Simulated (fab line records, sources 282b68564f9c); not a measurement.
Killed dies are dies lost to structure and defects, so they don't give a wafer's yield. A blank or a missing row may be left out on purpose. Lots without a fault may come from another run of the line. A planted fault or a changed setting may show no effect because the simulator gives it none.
Which tool did it? | flow rit_cmos | 14 lots, 42 wafers sampled, at 2 steps of a route of 202

WHAT THE GAUGES READ, wafer by wafer
RIT_ACTIVE_THK_MEAS_02. Usual: ACTIVE_OXIDE_THK 50.3 nm, standard deviation 0.73.
lot  | measured    | on            | ACTIVE_OXIDE_THK (nm) | flag
L824 | day 1 12:04 | film_metro-02 | 49.4 49.3 50.5        |
L825 | day 1 17:57 | film_metro-01 | 50.6 50.2 51.1        |
L827 | day 2 04:05 | film_metro-04 | 52.0 50.9 51.6        |
L828 | day 2 10:30 | film_metro-01 | 49.9 50.8 51.4        |
L829 | day 2 13:03 | film_metro-04 | 51.0 50.5 50.3        |
L831 | day 2 23:59 | film_metro-04 | 51.0 50.7 50.8        |
L834 | day 3 14:04 | film_metro-04 | 54.7 54.3 54.7        | OFF
L835 | day 3 20:06 | film_metro-02 | 50.5 49.8 49.8        |
L838 | day 4 11:05 | film_metro-02 | 49.3 49.6 49.5        |
L841 | day 5 02:07 | film_metro-01 | 54.2 54.3 53.9        | OFF
L842 | day 5 06:31 | film_metro-02 | 50.4 49.5 49.9        |
L843 | day 5 11:03 | film_metro-04 | 51.6 50.0 50.5        |
L844 | day 5 16:46 | film_metro-04 | 51.7 50.5 51.8        |
L845 | day 5 22:05 | film_metro-02 | 50.3 50.2 50.3        |

WHICH TOOL RAN EACH LOT (tool, then ch and the chambers of the sampled wafers, then the start)
lot  | RIT_ACTIVE_OXIDATION_01
L824 | furnace-04 ch 0, day 1 10:07
L825 | furnace-03 ch 0, day 1 15:59
L827 | furnace-01 ch 0, day 2 02:09
L828 | furnace-03 ch 0, day 2 08:34
L829 | furnace-03 ch 0, day 2 11:07
L831 | furnace-03 ch 0, day 2 22:04
L834 | furnace-03 ch 0, day 3 12:07
L835 | furnace-01 ch 0, day 3 18:10
L838 | furnace-04 ch 0, day 4 09:09
L841 | furnace-03 ch 0, day 5 00:11
L842 | furnace-01 ch 0, day 5 04:35
L843 | furnace-04 ch 0, day 5 09:07
L844 | furnace-01 ch 0, day 5 14:49
L845 | furnace-01 ch 0, day 5 20:10
- RIT_ACTIVE_OXIDATION_01: target thk 46.8 nm, ox time 3360 s.

WHAT THE TOOLS THEMSELVES READ (means of the sampled wafers that have a number; where no wafer has one, the mark that the record gives instead)
RIT_ACTIVE_OXIDATION_01. Usual: zone_power_centre_pct 51 %, standard deviation 9.6.
lot  | tool       | zone_power_centre_pct (%) | flag
L824 | furnace-04 | 45                        |
L825 | furnace-03 | 42                        |
L827 | furnace-01 | 63                        |
L828 | furnace-03 | 42                        |
L829 | furnace-03 | 42                        |
L831 | furnace-03 | 42                        |
L834 | furnace-03 | 42                        |
L835 | furnace-01 | 63                        |
L838 | furnace-04 | 45                        |
L841 | furnace-03 | 42                        |
L842 | furnace-01 | 63                        |
L843 | furnace-04 | 45                        |
L844 | furnace-01 | 63                        |
L845 | furnace-01 | 62                        |

THE ANSWER, worked out from the rows above alone
Rule: a lot is off if the mean of its wafers that have a number lies more than 3 standard deviations from the usual mean. A lot without any number at a reading at which 4 lots or more have one is off too. The other lots that the step has rows for count as sound. The gauges are gone through in route order, then the tools' own readings, and for those a lot's mean is taken as printed above. The first step at which some lot is off is used, and at that step the reading that is off furthest; a lot without a number counts as furthest.
Off: L834, L841, at RIT_ACTIVE_THK_MEAS_02 (ACTIVE_OXIDE_THK).
A tool fits if, at a process step before that reading, it ran every lot that is off, and no sound lot after the first of them. The gauges at RIT_ACTIVE_THK_MEAS_02 are tried like those tools. One fits: furnace-03 at RIT_ACTIVE_OXIDATION_01. Its last sound lot is L831 (day 2 22:04), its first lot that is off L834 (day 3 12:07): a fault that began between those two fits.

WHAT THE SIMULATOR HAD PUT IN
Process parameter drift: furnace-03, from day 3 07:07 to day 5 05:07, at RIT_ACTIVE_OXIDATION_01. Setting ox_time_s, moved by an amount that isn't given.
Lots struck among those shown: L834, L841. The rule above found the same.
